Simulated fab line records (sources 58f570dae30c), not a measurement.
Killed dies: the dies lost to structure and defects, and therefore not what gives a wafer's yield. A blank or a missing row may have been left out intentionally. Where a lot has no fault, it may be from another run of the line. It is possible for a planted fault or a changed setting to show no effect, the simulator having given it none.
Which of the tools did it? :: flow berkeley-cmos170 :: Sampling: 14 lots, 42 wafers, 6 of 331 route steps

## WHAT THE GAUGES READ, wafer by wafer
UCB170_NLDD_OVL_MEAS_07. Usual: NLDD_OVL gives 1 nm (standard deviation 5.6).
lot: L787
measured: day 6 14:10
on: overlay-02
NLDD_OVL (nm): 0 4 5
flag: 

lot: L791
measured: day 7 02:31
on: overlay-01
NLDD_OVL (nm): -10 -1 -1
flag: 

lot: L788
measured: day 7 03:14
on: overlay-01
NLDD_OVL (nm): 11 10 14
flag: 

lot: L790
measured: day 7 03:30
on: overlay-02
NLDD_OVL (nm): -3 -6 -8
flag: 

lot: L796
measured: day 8 02:17
on: overlay-02
NLDD_OVL (nm): -8 -3 0
flag: 

lot: L797
measured: day 8 02:33
on: overlay-01
NLDD_OVL (nm): -2 7 6
flag: 

lot: L794
measured: day 8 02:47
on: overlay-02
NLDD_OVL (nm): -2 3 2
flag: 

lot: L795
measured: day 8 03:01
on: overlay-01
NLDD_OVL (nm): -1 3 3
flag: 

lot: L799
measured: day 8 23:29
on: overlay-02
NLDD_OVL (nm): -4 -4 2
flag: 

lot: L803
measured: day 9 15:58
on: overlay-01
NLDD_OVL (nm): 11 2 6
flag: 

lot: L805
measured: day 10 06:32
on: overlay-02
NLDD_OVL (nm): -5 -5 3
flag: 

lot: L807
measured: day 10 11:50
on: overlay-02
NLDD_OVL (nm): 2 7 0
flag: 

lot: L806
measured: day 10 12:05
on: overlay-02
NLDD_OVL (nm): 1 4 3
flag: 

lot: L808
measured: day 10 21:20
on: overlay-01
NLDD_OVL (nm): -5 -6 -6
flag: 

UCB170_NLDD_TW_MEAS_11. Usual: NLDD_TW gives 2212 (standard deviation 12).
lot: L787
measured: day 6 14:36
on: film-metro-03
NLDD_TW: 2225 2222 2223
flag: 

lot: L791
measured: day 7 02:57
on: film-metro-01
NLDD_TW: 2213 2213 2203
flag: 

lot: L788
measured: day 7 03:40
on: film-metro-01
NLDD_TW: 2215 2223 2216
flag: 

lot: L790
measured: day 7 03:56
on: film-metro-03
NLDD_TW: 2203 2211 2209
flag: 

lot: L796
measured: day 8 02:44
on: film-metro-04
NLDD_TW: 2207 2208 2206
flag: 

lot: L797
measured: day 8 02:59
on: film-metro-03
NLDD_TW: 2208 2198 2203
flag: 

lot: L794
measured: day 8 03:13
on: film-metro-01
NLDD_TW: 2223 2233 2228
flag: 

lot: L795
measured: day 8 03:28
on: film-metro-03
NLDD_TW: 2212 2203 2216
flag: 

lot: L799
measured: day 8 23:56
on: film-metro-04
NLDD_TW: 2204 2200 2208
flag: 

lot: L803
measured: day 9 16:25
on: film-metro-04
NLDD_TW: 2328 2344 2336 2326 2324 2342
flag: OFF

lot: L805
measured: day 10 06:58
on: film-metro-04
NLDD_TW: 2318 2318 2322 2311 2317 2307
flag: OFF

lot: L807
measured: day 10 12:16
on: film-metro-04
NLDD_TW: 2196 2199 2195
flag: 

lot: L806
measured: day 10 12:31
on: film-metro-01
NLDD_TW: 2220 2221 2235
flag: 

lot: L808
measured: day 10 21:46
on: film-metro-04
NLDD_TW: 2190 2188 2196
flag: 

UCB170_SDANNEAL_RS_MEAS_05: uses a four-point probe to measure. Usual: NLDD_RS gives 616.3 ohm/sq (standard deviation 1.7).
lot: L787
measured: day 7 05:23
on: film-metro-03
NLDD_RS (ohm/sq): 615.7 614.8 615.7
flag: 

lot: L791
measured: day 7 13:34
on: film-metro-03
NLDD_RS (ohm/sq): 614.2 615.3 615.3
flag: 

lot: L788
measured: day 7 13:08
on: film-metro-01
NLDD_RS (ohm/sq): 619.5 618.2 618.9
flag: 

lot: L790
measured: day 7 13:10
on: film-metro-04
NLDD_RS (ohm/sq): 620.9 619.6 618.3
flag: 

lot: L796
measured: day 8 13:49
on: film-metro-03
NLDD_RS (ohm/sq): 616.6 615.0 616.1
flag: 

lot: L797
measured: day 8 14:45
on: film-metro-04
NLDD_RS (ohm/sq): 618.6 616.6 618.1
flag: 

lot: L794
measured: day 8 14:08
on: film-metro-01
NLDD_RS (ohm/sq): 617.3 615.7 616.5
flag: 

lot: L795
measured: day 8 14:19
on: film-metro-03
NLDD_RS (ohm/sq): 614.5 615.0 615.2
flag: 

lot: L799
measured: day 9 10:58
on: film-metro-01
NLDD_RS (ohm/sq): 616.1 614.8 614.8
flag: 

lot: L803
measured: day 10 06:13
on: film-metro-04
NLDD_RS (ohm/sq): 537.3 537.7 536.2 537.0 537.9 538.2
flag: OFF

lot: L805
measured: day 10 17:04
on: film-metro-03
NLDD_RS (ohm/sq): 535.4 535.3 536.8 535.2 535.4 535.6
flag: OFF

lot: L807
measured: day 10 23:35
on: film-metro-04
NLDD_RS (ohm/sq): 616.1 616.6 616.5
flag: 

lot: L806
measured: day 11 00:04
on: film-metro-03
NLDD_RS (ohm/sq): 614.0 614.9 614.8
flag: 

lot: L808
measured: day 11 10:11
on: film-metro-01
NLDD_RS (ohm/sq): 613.5 614.7 615.1
flag: 

## WHAT TOOL EACH LOT RAN ON (gives the tool, then ch and the chambers of the sampled wafers, and finally the start)
lot: L787
UCB170_GATE_ETCH_15: rie-si-01 ch 1,2, day 6 09:20
UCB170_NLDD_IMPLANT_09: implanter-04 ch 0, day 6 14:21
UCB170_SDANNEAL_RTA_00: rtp-anneal-01 ch 0, day 7 04:53

lot: L791
UCB170_GATE_ETCH_15: rie-si-01 ch 1,2,3, day 6 22:40
UCB170_NLDD_IMPLANT_09: implanter-02 ch 0, day 7 02:42
UCB170_SDANNEAL_RTA_00: rtp-anneal-01 ch 0, day 7 13:05

lot: L788
UCB170_GATE_ETCH_15: rie-si-02 ch 0,2, day 6 22:56
UCB170_NLDD_IMPLANT_09: implanter-01 ch 0, day 7 03:26
UCB170_SDANNEAL_RTA_00: rtp-anneal-01 ch 0, day 7 12:39

lot: L790
UCB170_GATE_ETCH_15: rie-si-01 ch 0,1,2, day 6 23:12
UCB170_NLDD_IMPLANT_09: implanter-04 ch 0, day 7 03:43
UCB170_SDANNEAL_RTA_00: rtp-anneal-02 ch 0, day 7 12:41

lot: L796
UCB170_GATE_ETCH_15: rie-si-01 ch 1,2, day 7 22:43
UCB170_NLDD_IMPLANT_09: implanter-02 ch 0, day 8 02:29
UCB170_SDANNEAL_RTA_00: rtp-anneal-02 ch 0, day 8 13:20

lot: L797
UCB170_GATE_ETCH_15: rie-si-02 ch 0,1,2, day 7 22:58
UCB170_NLDD_IMPLANT_09: implanter-04 ch 0, day 8 02:46
UCB170_SDANNEAL_RTA_00: rtp-anneal-02 ch 0, day 8 14:15

lot: L794
UCB170_GATE_ETCH_15: rie-si-01 ch 0,1,2, day 7 22:59
UCB170_NLDD_IMPLANT_09: implanter-01 ch 0, day 8 02:58
UCB170_SDANNEAL_RTA_00: rtp-anneal-01 ch 0, day 8 13:38

lot: L795
UCB170_GATE_ETCH_15: rie-si-02 ch 0,2,3, day 7 23:14
UCB170_NLDD_IMPLANT_09: implanter-02 ch 0, day 8 03:13
UCB170_SDANNEAL_RTA_00: rtp-anneal-02 ch 0, day 8 13:48

lot: L799
UCB170_GATE_ETCH_15: rie-si-02 ch 0,1,3, day 8 19:42
UCB170_NLDD_IMPLANT_09: implanter-01 ch 0, day 8 23:41
UCB170_SDANNEAL_RTA_00: rtp-anneal-01 ch 0, day 9 10:28

lot: L803
UCB170_GATE_ETCH_15: rie-si-02 ch 1,2, day 9 11:51
UCB170_NLDD_IMPLANT_09: implanter-04 ch 0, day 9 16:11
UCB170_SDANNEAL_RTA_00: rtp-anneal-01 ch 0, day 10 05:43

lot: L805
UCB170_GATE_ETCH_15: rie-si-02 ch 1,2, day 10 02:40
UCB170_NLDD_IMPLANT_09: implanter-04 ch 0, day 10 06:43
UCB170_SDANNEAL_RTA_00: rtp-anneal-01 ch 0, day 10 16:34

lot: L807
UCB170_GATE_ETCH_15: rie-si-01 ch 0,1,2, day 10 08:25
UCB170_NLDD_IMPLANT_09: implanter-01 ch 0, day 10 12:01
UCB170_SDANNEAL_RTA_00: rtp-anneal-02 ch 0, day 10 23:07

lot: L806
UCB170_GATE_ETCH_15: rie-si-02 ch 1,2, day 10 08:32
UCB170_NLDD_IMPLANT_09: implanter-02 ch 0, day 10 12:16
UCB170_SDANNEAL_RTA_00: rtp-anneal-01 ch 0, day 10 23:34

lot: L808
UCB170_GATE_ETCH_15: rie-si-01 ch 2,3, day 10 17:57
UCB170_NLDD_IMPLANT_09: implanter-02 ch 0, day 10 21:31
UCB170_SDANNEAL_RTA_00: rtp-anneal-02 ch 0, day 11 09:41
- UCB170_GATE_ETCH_15: etches poly-Si in HBr/Cl2, stops on SiO2, time 56.3 s, target depth 278.2 nm.
- UCB170_NLDD_IMPLANT_09
- UCB170_SDANNEAL_RTA_00: time 10 s.

## AS READ BY THE TOOLS THEMSELVES (means over the sampled wafers that have a number; for cases with no such wafer, the mark the record gives instead)
UCB170_GATE_ETCH_15. Usual: drypump-motor-current-A 5.8 A, standard deviation 0.4; oes-product-au 0.831 a.u., standard deviation 0.016; throttle-valve-pct 26.48 %, standard deviation 0.23.
lot: L787
tool: rie-si-01
drypump-motor-current-A (A): 5.7
oes-product-au (a.u.): 0.812
throttle-valve-pct (%): 26.41
flag: 

lot: L791
tool: rie-si-01
drypump-motor-current-A (A): 5.7
oes-product-au (a.u.): 0.841
throttle-valve-pct (%): 26.51
flag: 

lot: L788
tool: rie-si-02
drypump-motor-current-A (A): 5.4
oes-product-au (a.u.): 0.823
throttle-valve-pct (%): 26.21
flag: 

lot: L790
tool: rie-si-01
drypump-motor-current-A (A): 5.9
oes-product-au (a.u.): 0.829
throttle-valve-pct (%): 26.39
flag: 

lot: L796
tool: rie-si-01
drypump-motor-current-A (A): 6.0
oes-product-au (a.u.): 0.830
throttle-valve-pct (%): 26.39
flag: 

lot: L797
tool: rie-si-02
drypump-motor-current-A (A): 5.5
oes-product-au (a.u.): 0.835
throttle-valve-pct (%): 26.43
flag: 

lot: L794
tool: rie-si-01
drypump-motor-current-A (A): 5.9
oes-product-au (a.u.): 0.841
throttle-valve-pct (%): 26.39
flag: 

lot: L795
tool: rie-si-02
drypump-motor-current-A (A): 5.8
oes-product-au (a.u.): 0.826
throttle-valve-pct (%): 26.39
flag: 

lot: L799
tool: rie-si-02
drypump-motor-current-A (A): 5.8
oes-product-au (a.u.): 0.837
throttle-valve-pct (%): 26.60
flag: 

lot: L803
tool: rie-si-02
drypump-motor-current-A (A): 5.6
oes-product-au (a.u.): 0.835
throttle-valve-pct (%): 26.64
flag: 

lot: L805
tool: rie-si-02
drypump-motor-current-A (A): 5.6
oes-product-au (a.u.): 0.845
throttle-valve-pct (%): 26.43
flag: 

lot: L807
tool: rie-si-01
drypump-motor-current-A (A): 5.8
oes-product-au (a.u.): 0.817
throttle-valve-pct (%): 26.38
flag: 

lot: L806
tool: rie-si-02
drypump-motor-current-A (A): 5.7
oes-product-au (a.u.): 0.838
throttle-valve-pct (%): 26.42
flag: 

lot: L808
tool: rie-si-01
drypump-motor-current-A (A): 5.4
oes-product-au (a.u.): 0.837
throttle-valve-pct (%): 26.61
flag: 

UCB170_NLDD_IMPLANT_09. Usual: dose-ions-cm2 5.001e+13, standard deviation 5.1e+10; faraday-current-uA 159, standard deviation 3.2.
lot: L787
tool: implanter-04
dose-ions-cm2: 5.004e+13
faraday-current-uA: 158
flag: 

lot: L791
tool: implanter-02
dose-ions-cm2: 4.993e+13
faraday-current-uA: 159
flag: 

lot: L788
tool: implanter-01
dose-ions-cm2: 5.000e+13
faraday-current-uA: 159
flag: 

lot: L790
tool: implanter-04
dose-ions-cm2: 5.007e+13
faraday-current-uA: 159
flag: 

lot: L796
tool: implanter-02
dose-ions-cm2: 4.999e+13
faraday-current-uA: 159
flag: 

lot: L797
tool: implanter-04
dose-ions-cm2: 5.000e+13
faraday-current-uA: 160
flag: 

lot: L794
tool: implanter-01
dose-ions-cm2: 4.993e+13
faraday-current-uA: 160
flag: 

lot: L795
tool: implanter-02
dose-ions-cm2: 5.003e+13
faraday-current-uA: 160
flag: 

lot: L799
tool: implanter-01
dose-ions-cm2: 5.000e+13
faraday-current-uA: 157
flag: 

lot: L803
tool: implanter-04
dose-ions-cm2: 7.252e+13
faraday-current-uA: 225
flag: OFF

lot: L805
tool: implanter-04
dose-ions-cm2: 7.251e+13
faraday-current-uA: 233
flag: OFF

lot: L807
tool: implanter-01
dose-ions-cm2: 4.997e+13
faraday-current-uA: 157
flag: 

lot: L806
tool: implanter-02
dose-ions-cm2: 5.002e+13
faraday-current-uA: 159
flag: 

lot: L808
tool: implanter-02
dose-ions-cm2: 5.007e+13
faraday-current-uA: 160
flag: 

UCB170_SDANNEAL_RTA_00. Usual: lamp-power-pct 23.0 %, standard deviation 2.6; wafer_temp_C_max 903.8, standard deviation 0.96.
lot: L787
tool: rtp-anneal-01
lamp-power-pct (%): 20.4
wafer_temp_C_max: 904.3
flag: 

lot: L791
tool: rtp-anneal-01
lamp-power-pct (%): 20.4
wafer_temp_C_max: 904.2
flag: 

lot: L788
tool: rtp-anneal-01
lamp-power-pct (%): 20.4
wafer_temp_C_max: 904.0
flag: 

lot: L790
tool: rtp-anneal-02
lamp-power-pct (%): 25.6
wafer_temp_C_max: 903.5
flag: 

lot: L796
tool: rtp-anneal-02
lamp-power-pct (%): 25.5
wafer_temp_C_max: 903.3
flag: 

lot: L797
tool: rtp-anneal-02
lamp-power-pct (%): 25.6
wafer_temp_C_max: 903.2
flag: 

lot: L794
tool: rtp-anneal-01
lamp-power-pct (%): 20.4
wafer_temp_C_max: 903.6
flag: 

lot: L795
tool: rtp-anneal-02
lamp-power-pct (%): 25.6
wafer_temp_C_max: 904.2
flag: 

lot: L799
tool: rtp-anneal-01
lamp-power-pct (%): 20.4
wafer_temp_C_max: 904.5
flag: 

lot: L803
tool: rtp-anneal-01
lamp-power-pct (%): 20.4
wafer_temp_C_max: 903.9
flag: 

lot: L805
tool: rtp-anneal-01
lamp-power-pct (%): 20.4
wafer_temp_C_max: 904.3
flag: 

lot: L807
tool: rtp-anneal-02
lamp-power-pct (%): 25.6
wafer_temp_C_max: 903.0
flag: 

lot: L806
tool: rtp-anneal-01
lamp-power-pct (%): 20.4
wafer_temp_C_max: 904.0
flag: 

lot: L808
tool: rtp-anneal-02
lamp-power-pct (%): 25.6
wafer_temp_C_max: 903.5
flag: 

## THE ANSWER, worked out from the rows above alone
Rule: a lot counts as off when the mean over its wafers that have a number is more than 3 standard deviations away from the usual mean. A lot without any number at a reading at which 4 lots or more have one is off too. All remaining lots with rows at the step are treated as sound. The gauges are gone through in route order, then the tools' own readings, and for those a lot's mean is taken as printed above. At the first step where some lot is off, the reading lying furthest off is the one used; lots without a number count as furthest.
Off: L803, L805, at UCB170_NLDD_TW_MEAS_11 (NLDD_TW).
A tool fits if, at a process step before that reading, it ran every lot that is off, and no sound lot after the first of them. Not tried: the gauges at UCB170_NLDD_TW_MEAS_11; whatever is off there is also off at UCB170_NLDD_IMPLANT_09, on other tools, and gauge error can't account for it. One fits: UCB170_NLDD_IMPLANT_09 on implanter-04. Its last sound lot is L797 (day 8 02:46), its first lot that is off L803 (day 9 16:11): a fault that began between those two fits.
The tool's own readings at UCB170_NLDD_IMPLANT_09 bear it out: on the lots that are off they differ by more than 5 times the standard deviation of the sound lots' means. dose-ions-cm2 reads 7.252e+13 there against 5.000e+13 on the sound lots; faraday-current-uA reads 229 there against 159 on the sound lots.

## WHAT WAS PUT IN BY THE SIMULATOR
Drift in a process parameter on implanter-04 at UCB170_NLDD_IMPLANT_09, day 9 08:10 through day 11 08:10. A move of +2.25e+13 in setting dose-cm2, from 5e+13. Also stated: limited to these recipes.
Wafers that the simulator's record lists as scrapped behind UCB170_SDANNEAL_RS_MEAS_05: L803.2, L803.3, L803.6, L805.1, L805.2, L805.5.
Lots struck among those shown: L803, L805. Same finding as the rule above.
